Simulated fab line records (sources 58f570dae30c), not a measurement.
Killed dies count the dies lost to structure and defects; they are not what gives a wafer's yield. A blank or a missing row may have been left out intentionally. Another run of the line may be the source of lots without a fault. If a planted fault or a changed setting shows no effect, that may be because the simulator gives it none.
Comparing a struck lot with a sound one	flow berkeley cmos170	19 steps out of a route of 331
Sound: the wafers L765.1, L765.5, L765.6. Wafers struck: L766.2, L766.4, L766.5. The cause comes at the end.
Each step with rows lists, per side, the tool, then ch with its chambers, then its first start. Under that, the readings that differ: sound wafers	struck wafers	difference of the means	sigmas: that difference in standard deviations of wafers without a fault.
alike: same words and numbers on both sides, and readings whose means sit less than 2 such deviations apart. not compared: any withheld reading, any reading some wafer has no value for, any bound like >300 that may hide the same value, and any number with overlapping values for which the record gives no deviation.
Wherever a step has rows on one side only, a row that says differs or no value, or a row with sigmas, the two part there. When numbers do not overlap yet have no deviation, they are printed without sigmas and do not part them. A reading that every wafer of one side lacks parts them only if that side has two wafers or more.

UCB170_PVT_STRIP_08: strips in O2.
  sound on plasma asher-04 ch 0,1, day 7 12:05; struck on plasma asher-01 ch 0,1, day 7 12:36
  alike: drypump motor current A, oes product au, strip time to endpoint s
  not compared: rf hours counter h
UCB170_PVT_TW_MEAS_09:
  struck on film metro-02, day 7 12:43; sound on film metro-04, day 7 12:11
  alike: PVT_TW
then, 1 step without rows for these wafers: UCB170_GATE_WET_ETCH_00 (etches SiO2 in dHF, time 200 s).
UCB170_FIELD_THK_MEAS_91:
  struck on film metro-02, day 7 12:56; sound on film metro-02, day 7 12:46
  alike: FIELD_OXIDE_LEFT_2_THK
then, 1 step without rows for these wafers: UCB170_GATE_OXIDATION_01 (target thk 6.6 nm, ox time 1800 s).
UCB170_GATE_THK_MEAS_02:
  struck on film metro-01, day 7 15:48; sound on film metro-01, day 7 15:44
  alike: GATE_OXIDE_THK
then, 2 steps without rows for these wafers: UCB170_GATE_ANNEAL_03 (time 1800 s); UCB170_GATE_CVD_04 (deposits poly-Si from SiH4, time 1440 s, target thk 214 nm).
UCB170_GATE_THK_MEAS_05:
  struck on film metro-01, day 7 22:18; sound on film metro-01, day 7 22:14
  alike: GATE_POLY_THK
then, 3 steps without rows for these wafers: UCB170_GATE_COAT_06; UCB170_GATE_COAT_07 (resist thk 900 nm); UCB170_GATE_SOFTBAKE_08 (time 60 s).
UCB170_GATE_EXPOSE_09: exposes mask POLY, target cd 350 nm.
  sound on krf scanner-02 ch 0, day 7 22:52; struck on krf scanner-02 ch 0, day 7 23:14
reading	sound	struck	difference	sigmas
exposure dose mJ cm2	21.030 21.003 21.034	20.949 20.995 20.984	-0.046	-2
model.GATE.overlay x nm (nm)	-5.382 -5.382 -5.382	-140.1 -140.1 -140.1	-134.7	
  alike: mask
then, 2 steps without rows for these wafers: UCB170_GATE_PEB_10; UCB170_GATE_DEVELOP_11 (develop time 45 s).
UCB170_GATE_CD_MEAS_12: the cd target is 350 nm.
  struck on cd sem-02, day 7 23:58; sound on cd sem-02, day 7 23:15
reading	sound	struck	difference	sigmas
cd nm (nm)	353.0 351.1 350.8	348.6 347.8 348.4	-3.4	-2
UCB170_GATE_OVL_MEAS_13:
  struck on overlay-01, day 8 00:16; sound on overlay-01, day 7 23:22
reading	sound	struck	difference	sigmas
GATE_OVL (nm)	0 -3 4	-134 -139 -134	-136	-27
  not compared: hold
UCB170_GATE_ETCH_14: etches BARC in N2/H2.
  sound on rie diel-04 ch 0,3, day 7 23:25; struck on rie diel-04 ch 1,2, day 8 02:51
reading	sound	struck	difference	sigmas
hold	- - -	await dispo/2.5h/release await dispo/2.5h/release await dispo/2.5h/release	no value on the sound wafers	
throttle valve pct (%)	13.54 13.39 13.53	13.06 13.05 13.06	-0.43	-3
  alike: drypump motor current A, oes product au
UCB170_M3_PROBE_99:
  only the struck wafers here have rows in the record (prober-02, day 9 20:59); the sound ones have none

== WHERE THEY PART ==
Earliest at UCB170_GATE_EXPOSE_09; latest, in this record, at UCB170_M3_PROBE_99.

WHY: what had been put in by the simulator
Scanner matching overlay: krf scanner-02, from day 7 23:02 on, at UCB170_GATE_EXPOSE_09. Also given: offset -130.
